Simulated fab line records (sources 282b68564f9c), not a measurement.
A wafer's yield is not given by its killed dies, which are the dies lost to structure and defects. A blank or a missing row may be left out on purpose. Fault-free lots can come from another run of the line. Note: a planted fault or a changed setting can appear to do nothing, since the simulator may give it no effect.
Which tool was responsible? -- flow rit_cmos -- 13 lots with 39 wafers sampled at 4 steps, on a route of 202 steps

## WHAT EACH GAUGE READ, for each wafer
RIT_SPACER_THK_MEAS_04.
lot,measured,on,SPACER_NITRIDE_THK (nm)
L990,day 2 22:57,film_metro-02,248.5 249.2 247.8
L991,day 3 04:19,film_metro-01,251.2 253.1 251.0
L994,day 3 19:11,film_metro-04,247.5 248.4 249.3
L995,day 3 23:23,film_metro-02,245.0 247.8 242.0
L996,day 4 03:47,film_metro-02,249.0 249.3 248.9
L998,day 4 14:32,film_metro-04,250.4 248.8 249.4
L999,day 4 20:01,film_metro-04,248.6 248.3 247.3
L100,day 4 23:57,film_metro-02,253.2 252.3 251.1
L101,day 5 05:47,film_metro-04,248.2 245.2 245.8
L103,day 5 15:33,film_metro-01,247.2 247.5 247.7
L106,day 6 05:29,film_metro-04,250.1 248.9 249.7
L107,day 6 11:15,film_metro-04,252.7 252.7 252.4
L112,day 7 11:30,film_metro-02,251.3 249.3 253.1

RIT_M1_OVL_MEAS_10.
lot,measured,on,M1_OVL (nm)
L990,day 3 07:53,overlay-01,0.6 1.0 1.5
L991,day 3 12:44,overlay-01,-0.5 -1.5 1.3
L994,day 4 04:25,overlay-02,0.2 -2.1 -1.6
L995,day 4 08:17,overlay-02,-0.2 -0.3 -0.3
L996,day 4 12:25,overlay-02,-0.1 0.6 -0.5
L998,day 4 23:08,overlay-01,-1.2 0.2 0.1
L999,day 5 04:41,overlay-02,-0.7 0.8 -0.8
L100,day 5 08:31,overlay-01,0.1 0.4 -0.3
L101,day 5 14:23,overlay-02,0.8 -0.4 0.5
L103,day 5 23:58,overlay-02,1.3 0.3 1.8
L106,day 6 13:53,overlay-01,-0.4 -0.9 0.8
L107,day 6 19:46,overlay-02,2.4 1.6 2.2
L112,day 7 19:59,overlay-02,0.2 0.0 -0.1

## EACH LOT AND THE TOOL THAT RAN IT (in order: tool; ch and the chambers of the sampled wafers; start)
lot,RIT_PLDD_STRIP_09,RIT_CONTACT_CVD_00
L990,"plasma_asher-03 ch 0,1, day 2 20:25","pecvd-03 ch 0,1,2, day 3 03:51"
L991,"plasma_asher-03 ch 0,1, day 3 01:50","pecvd-02 ch 0,2, day 3 08:55"
L994,"plasma_asher-03 ch 0,1, day 3 16:40","pecvd-02 ch 0,2, day 4 00:03"
L995,"plasma_asher-04 ch 0,1, day 3 20:52","pecvd-04 ch 0,1,2, day 4 03:59"
L996,"plasma_asher-03 ch 0,1, day 4 01:15","pecvd-03 ch 0,1,2, day 4 08:31"
L998,"plasma_asher-04 ch 0,1, day 4 12:00","pecvd-02 ch 0,2, day 4 19:16"
L999,"plasma_asher-01 ch 0,1, day 4 17:28","pecvd-03 ch 0,1, day 5 00:44"
L100,"plasma_asher-01 ch 0,1, day 4 21:26","pecvd-04 ch 0,1, day 5 04:33"
L101,"plasma_asher-01 ch 0,1, day 5 03:16","pecvd-02 ch 0,2, day 5 10:30"
L103,"plasma_asher-01 ch 0,1, day 5 13:01","pecvd-04 ch 0,2, day 5 20:16"
L106,"plasma_asher-04 ch 0,1, day 6 02:59","pecvd-04 ch 0,1,2, day 6 10:05"
L107,"plasma_asher-03 ch 0,1, day 6 08:44","pecvd-02 ch 0,1, day 6 16:00"
L112,"plasma_asher-03 ch 0, day 7 08:59","pecvd-04 ch 0,1, day 7 16:07"
- RIT_PLDD_STRIP_09: strips in O2, time 180 s.
- RIT_CONTACT_CVD_00: deposits SiO2 from TEOS, target thk 400 nm, time 61 s.

## AS READ BY THE TOOLS THEMSELVES (means over the sampled wafers that have a number; for cases with no such wafer, the mark the record gives instead)
RIT_PLDD_STRIP_09.
lot,tool,drypump_motor_current_A (A),rf_refl_power_W (W)
L990,plasma_asher-03,6.0,8.7
L991,plasma_asher-03,6.0,8.5
L994,plasma_asher-03,5.8,7.5
L995,plasma_asher-04,6.1,7.9
L996,plasma_asher-03,5.8,7.5
L998,plasma_asher-04,6.2,7.3
L999,plasma_asher-01,5.6,6.8
L100,plasma_asher-01,5.6,7.0
L101,plasma_asher-01,5.6,7.1
L103,plasma_asher-01,5.6,7.0
L106,plasma_asher-04,6.2,7.3
L107,plasma_asher-03,6.0,9.0
L112,plasma_asher-03,6.3,9.9

RIT_CONTACT_CVD_00.
lot,tool,heater_power_w (W)
L990,pecvd-03,318
L991,pecvd-02,322
L994,pecvd-02,337
L995,pecvd-04,323
L996,pecvd-03,332
L998,pecvd-02,313
L999,pecvd-03,341
L100,pecvd-04,351
L101,pecvd-02,344
L103,pecvd-04,355
L106,pecvd-04,371
L107,pecvd-02,290
L112,pecvd-04,314

## THE ANSWER, worked out from the rows above alone
Rule: the usual values come from the lots themselves. Put in order of their means at a reading, lots are off if they are a third of the lots or fewer, leave a main group of 4 or more, and stand apart from it by a gap of 3 or more times the standard deviation of the main group's means; of several such gaps the widest counts. The tables above print the reading to a certain number of digits; a main group whose means all agree to those digits is not used. Also off: a lot with no number at a reading for which 4 or more lots have one. Any other lot the step has rows for is counted as sound. First the gauges in route order, then the tools' own readings, where a lot's mean is used as printed above. The first step at which some lot is off is used, and at that step the reading that is off furthest; a lot without a number counts as furthest.
Nothing can be told from this: no lot is off at any reading shown.

## WHAT THE SIMULATOR PUT IN
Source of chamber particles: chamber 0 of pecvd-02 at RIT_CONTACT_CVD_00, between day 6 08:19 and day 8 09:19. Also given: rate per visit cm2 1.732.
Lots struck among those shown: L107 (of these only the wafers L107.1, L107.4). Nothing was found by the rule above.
